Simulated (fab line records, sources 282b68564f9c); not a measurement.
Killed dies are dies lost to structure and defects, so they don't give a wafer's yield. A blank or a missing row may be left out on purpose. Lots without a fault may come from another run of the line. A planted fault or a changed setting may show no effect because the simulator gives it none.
Tool commonality check | flow rit_cmos | 14 lots, 42 wafers sampled

WHY IT WAS OPENED
At RIT_ACTIVE_THK_MEAS_02 the reading ACTIVE_OXIDE_THK is flagged on 2 of 14 lots. Wafers without a fault read 47.1 nm, standard deviation 0.67.
Rule: a lot is flagged when every wafer of it that has a number lies more than 4 standard deviations from that mean, or none has a number. The other lots count as sound.

lot  | measured    | on            | ACTIVE_OXIDE_THK (nm), wafer by wafer | flag
L489 | day 1 12:04 | film_metro-02 | 45.9 46.6 46.1                        |
L490 | day 1 17:29 | film_metro-01 | 46.9 46.6 46.4                        |
L492 | day 2 03:03 | film_metro-03 | 47.5 46.6 47.0                        |
L493 | day 2 09:02 | film_metro-02 | 47.1 46.9 46.9                        |
L497 | day 3 04:47 | film_metro-01 | 46.6 46.7 46.6                        |
L501 | day 4 00:03 | film_metro-01 | 47.8 47.1 47.5                        |
L502 | day 4 05:04 | film_metro-02 | 53.8 54.3 53.4                        | FLAGGED
L503 | day 4 11:55 | film_metro-02 | 54.0 53.9 54.9                        | FLAGGED
L506 | day 5 01:05 | film_metro-03 | 46.9 47.0 46.6                        |
L507 | day 5 08:43 | film_metro-02 | 47.2 47.2 47.7                        |
L508 | day 5 11:46 | film_metro-02 | 47.3 47.7 47.8                        |
L509 | day 5 16:32 | film_metro-01 | 47.3 46.7 46.8                        |
L510 | day 5 21:14 | film_metro-03 | 47.5 47.3 46.9                        |
L511 | day 6 03:53 | film_metro-01 | 47.3 47.8 47.0                        |
The numbers of the flagged lots are 54.0 nm on average: +6.9 nm against the usual, or +10 standard deviations.

WHICH TOOL RAN EACH LOT
The record holds 1 process step before the reading, out of a route of 202 steps. In each cell: the tool, then ch and the chambers that the sampled wafers went through, then the start.
lot  | flag    | RIT_ACTIVE_OXIDATION_01
L489 |         | furnace-01 ch 0, day 1 10:07
L490 |         | furnace-04 ch 0, day 1 15:32
L492 |         | furnace-04 ch 0, day 2 01:07
L493 |         | furnace-01 ch 0, day 2 07:06
L497 |         | furnace-03 ch 0, day 3 02:49
L501 |         | furnace-01 ch 0, day 3 22:07
L502 | FLAGGED | furnace-03 ch 0, day 4 03:07
L503 | FLAGGED | furnace-03 ch 0, day 4 09:59
L506 |         | furnace-01 ch 0, day 4 23:09
L507 |         | furnace-01 ch 0, day 5 06:47
L508 |         | furnace-04 ch 0, day 5 09:49
L509 |         | furnace-01 ch 0, day 5 14:34
L510 |         | furnace-01 ch 0, day 5 19:19
L511 |         | furnace-01 ch 0, day 6 01:56
What these steps do:
- RIT_ACTIVE_OXIDATION_01: target thk 46.8 nm, ox time 3360 s.
- RIT_ACTIVE_THK_MEAS_02

FLAGGED OVER TOTAL, TOOL BY TOOL (the gauges that took the reading come last)
step                    | tool          | lots run | flagged | share of the flagged lots | sound lots run after its first flagged lot
RIT_ACTIVE_OXIDATION_01 | furnace-01    | 8        | 0       | none                      | -
RIT_ACTIVE_OXIDATION_01 | furnace-03    | 3        | 2       | all                       | 0
RIT_ACTIVE_OXIDATION_01 | furnace-04    | 3        | 0       | none                      | -
RIT_ACTIVE_THK_MEAS_02  | film_metro-01 | 5        | 0       | none                      | -
RIT_ACTIVE_THK_MEAS_02  | film_metro-02 | 6        | 2       | all                       | 2 (L507,L508)
RIT_ACTIVE_THK_MEAS_02  | film_metro-03 | 3        | 0       | none                      | -

WHAT THE TABLE ALLOWS
2 rows of the table ran every flagged lot: furnace-03 at RIT_ACTIVE_OXIDATION_01, film_metro-02 at RIT_ACTIVE_THK_MEAS_02.
- furnace-03 at RIT_ACTIVE_OXIDATION_01: 2 of its 3 lots flagged. Its last sound lot is L497 (day 3 02:49), its first flagged lot L502 (day 4 03:07): a fault that began between those two fits. Its own readings lie more than 4 standard deviations out on every wafer of the flagged lots: spike_tc_centre_C, spike_tc_source_C.
- film_metro-02 at RIT_ACTIVE_THK_MEAS_02: 2 of its 6 lots flagged. Sound lots ran on it after the first flagged one (L507, L508), which a lasting fault on the whole tool wouldn't allow.
One tool is left: furnace-03 at RIT_ACTIVE_OXIDATION_01.

WHAT THE SIMULATOR HAD PUT IN
Process parameter drift: furnace-03, from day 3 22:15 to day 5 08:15, at RIT_ACTIVE_OXIDATION_01. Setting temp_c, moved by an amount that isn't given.
Lots struck among those shown: L502, L503. The rule above found the same.
